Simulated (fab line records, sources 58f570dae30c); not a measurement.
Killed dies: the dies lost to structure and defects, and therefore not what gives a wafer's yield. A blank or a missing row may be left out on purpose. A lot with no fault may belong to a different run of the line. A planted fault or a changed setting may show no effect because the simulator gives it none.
Which tool did it? + flow berkeley-cmos170 + 21 wafers from 7 lots sampled at 3 of the route's 331 steps

WHAT THE GAUGES SHOWED, per wafer
UCB170_NLDD_TW_MEAS_11.
| lot  | measured     | on            | NLDD_TW        |
|------|--------------|---------------|----------------|
| L650 | day 7 15:35  | film-metro-01 | 2197 2204 2209 |
| L653 | day 7 20:42  | film-metro-01 | 2204 2207 2192 |
| L656 | day 8 16:49  | film-metro-01 | 2201 2219 2214 |
| L658 | day 9 11:26  | film-metro-01 | 2201 2203 2201 |
| L660 | day 10 10:41 | film-metro-02 | 2189 2199 2209 |
| L664 | day 10 23:27 | film-metro-02 | 2195 2196 2201 |
| L672 | day 12 12:14 | film-metro-03 | 29 29 29       |

WHAT TOOL EACH LOT RAN ON (gives the tool, then ch and the chambers of the sampled wafers, and finally the start)
| lot  | UCB170_PLDD_STRIP_10                 | UCB170_NLDD_STRIP_10                 |
|------|--------------------------------------|--------------------------------------|
| L650 | plasma-asher-01 ch 0,1, day 7 10:18  | plasma-asher-03 ch 0,1, day 7 15:29  |
| L653 | plasma-asher-03 ch 0, day 7 18:50    | plasma-asher-02 ch 0,1, day 7 20:36  |
| L656 | plasma-asher-01 ch 0,1, day 8 14:40  | plasma-asher-02 ch 0,1, day 8 16:44  |
| L658 | plasma-asher-03 ch 0,1, day 9 09:35  | plasma-asher-04 ch 0,1, day 9 11:20  |
| L660 | plasma-asher-03 ch 0,1, day 10 08:05 | plasma-asher-02 ch 0,1, day 10 10:34 |
| L664 | plasma-asher-01 ch 0,1, day 10 21:10 | plasma-asher-03 ch 0,1, day 10 23:14 |
| L672 | plasma-asher-04 ch 1, day 12 10:04   | plasma-asher-04 ch 0, day 12 12:07   |
- UCB170_PLDD_STRIP_10: strips in O2.
- UCB170_NLDD_STRIP_10: strips in O2.

THE ANSWER, worked out from the rows above alone
Rule: the lots themselves supply what counts as usual. The widest of any qualifying gaps counts: lots, ordered by their means at a reading, are off when they make up no more than a third of the lots, leave a main group of 4 or more, and stand apart from it by 3 or more times the standard deviation of that group's means. A main group is skipped when, at the precision printed for the reading in the tables above, its means are all equal. A lot without any number at a reading at which 4 lots or more have one is off too. The other lots that the step has rows for count as sound.
Off: L672, seen at UCB170_NLDD_TW_MEAS_11 (NLDD_TW). For the main group the mean is 2202 and the standard deviation 4.5.
A tool fits if, at a process step before that reading, it ran every lot that is off, and no sound lot after the first of them. Gauges at UCB170_NLDD_TW_MEAS_11: tried the same way as those tools. 2 tools fit, plasma-asher-04 at UCB170_PLDD_STRIP_10 and UCB170_NLDD_STRIP_10 and film-metro-03 at UCB170_NLDD_TW_MEAS_11, so this cannot tell which one it is.

WHAT WAS PUT IN BY THE SIMULATOR
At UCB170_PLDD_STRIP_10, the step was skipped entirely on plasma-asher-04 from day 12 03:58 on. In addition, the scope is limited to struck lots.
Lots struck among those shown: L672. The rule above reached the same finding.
